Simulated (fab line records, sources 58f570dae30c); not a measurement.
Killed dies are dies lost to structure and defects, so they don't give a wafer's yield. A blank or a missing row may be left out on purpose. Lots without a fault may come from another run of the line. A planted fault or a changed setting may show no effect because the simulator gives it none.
One fault seen from 2 desks | flow berkeley_cmos170 | each desk has only its own numbers; what lay behind them comes last

THE METROLOGY DESK
What the gauges read, lot by lot, whatever tool the lot ran on: means of the sampled wafers that have a number. A lot is out of limits, marked OUT, if its mean lies more than 4 standard deviations from the usual mean; the brackets give that distance.
Columns: A = PLDD_TW at UCB170_PLDD_TW_MEAS_11, usual 1014; B = cd_nm at UCB170_NLDD_CD_MEAS_06, usual 1200.0 nm; C = NLDD_OVL at UCB170_NLDD_OVL_MEAS_07, usual -1 nm; D = NLDD_TW at UCB170_NLDD_TW_MEAS_11, usual 2227
lot  | first seen here | A    | B      | C   | D
L585 | day 6 01:31     | 1020 | 1201.2 | -10 | 2238
L588 | day 6 23:59     | 1011 | 1198.3 | -1  | 2232
L598 | day 9 02:36     | 1020 | 1200.9 | 6   | 2242
L606 | day 10 16:19    | 1018 | 1198.7 | -1  | 2204
L607 | day 11 02:06    | 1005 | 1200.5 | -5  | 2204
This desk's finding: nothing out of limits on any of the 5 lots.

THE TOOL OWNER'S DESK: plasma_asher-02
The tool's own readings at UCB170_NLDD_STRIP_10 (strips in O2): means of the sampled wafers that have a number, for each lot that ran on this tool. A lot is out of limits, marked OUT, if its mean lies more than 4 standard deviations from the usual mean; the brackets give that distance.
Columns: A = drypump_motor_current_A at UCB170_NLDD_STRIP_10, usual 5.8 A; B = oes_product_au at UCB170_NLDD_STRIP_10, usual 0.734 a.u.; C = strip_time_to_endpoint_s at UCB170_NLDD_STRIP_10, usual 21.65 s
lot  | first seen here | A   | B               | C
L588 | day 7 02:44     | 6.4 | 0.737           | 21.71
L598 | day 9 04:25     | 6.0 | 0.980 (+51) OUT | -
This desk's finding: out of limits on L598; first on L598, day 9 04:25 (oes_product_au at UCB170_NLDD_STRIP_10). In limits: L588.

PUT TOGETHER
The tool owner's desk could have raised an alarm at day 9 04:25, on L598.
The metrology desk saw nothing out of limits.
The metrology desk has L598 on record, within its limits.
Of the lots named, all ran UCB170_NLDD_STRIP_10 on plasma_asher-02.

WHAT THE SIMULATOR HAD PUT IN
Strip aborted: plasma_asher-02, from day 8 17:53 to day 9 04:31, at UCB170_NLDD_STRIP_10. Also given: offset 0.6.
Lots struck among those shown: L598.
Hours from the fault's start to each desk's first reading out of limits: the tool owner's desk, 11.
